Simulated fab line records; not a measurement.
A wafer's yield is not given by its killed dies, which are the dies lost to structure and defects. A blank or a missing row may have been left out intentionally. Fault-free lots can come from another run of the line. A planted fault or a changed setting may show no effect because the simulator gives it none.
Which tool is to blame? -- flow berkeley-cmos170 -- Sampling: 7 lots, 21 wafers, 2 of 331 route steps

WHAT THE GAUGES READ, wafer by wafer
UCB170_CONTACT_OVL_MEAS_16.
lot,measured,on,CONTACT_OVL (nm)
L663,day 7 10:59,overlay-02,-7 -6 -2
L664,day 7 17:57,overlay-01,-8 -10 -5
L667,day 8 07:09,overlay-01,3 14 12
L671,day 9 11:07,overlay-02,4 -1 -2
L673,day 9 21:52,overlay-02,6 5 1
L678,day 10 16:02,overlay-01,-2 0 -1
L682,day 11 19:01,overlay-02,3 0 -5

EACH LOT AND THE TOOL THAT RAN IT (in order: tool; ch and the chambers of the sampled wafers; start)
lot,UCB170_SILICIDE_RTA_04
L663,"rtp-anneal-01 ch 0, day 7 05:06"
L664,"rtp-anneal-02 ch 0, day 7 12:58"
L667,"rtp-anneal-02 ch 0, day 8 02:34"
L671,"rtp-anneal-02 ch 0, day 9 05:25"
L673,"rtp-anneal-02 ch 0, day 9 17:31"
L678,"rtp-anneal-01 ch 0, day 10 11:52"
L682,"rtp-anneal-02 ch 0, day 11 11:17"
- UCB170_SILICIDE_RTA_04: time 15 s.

THE ANSWER, worked out from the rows above alone
Rule: the lots themselves supply what counts as usual. Put in order of their means at a reading, lots are off if they are a third of the lots or fewer, leave a main group of 4 or more, and stand apart from it by a gap of 3 or more times the standard deviation of the main group's means; of several such gaps the widest counts. If all means in a main group match to the digits the tables above print for the reading, that group is not used. A lot without any number at a reading at which 4 lots or more have one is off too. Any other lot the step has rows for is counted as sound.
Across all readings shown, no lot is off: no conclusion can be drawn from this.

WHAT THE SIMULATOR HAD PUT IN
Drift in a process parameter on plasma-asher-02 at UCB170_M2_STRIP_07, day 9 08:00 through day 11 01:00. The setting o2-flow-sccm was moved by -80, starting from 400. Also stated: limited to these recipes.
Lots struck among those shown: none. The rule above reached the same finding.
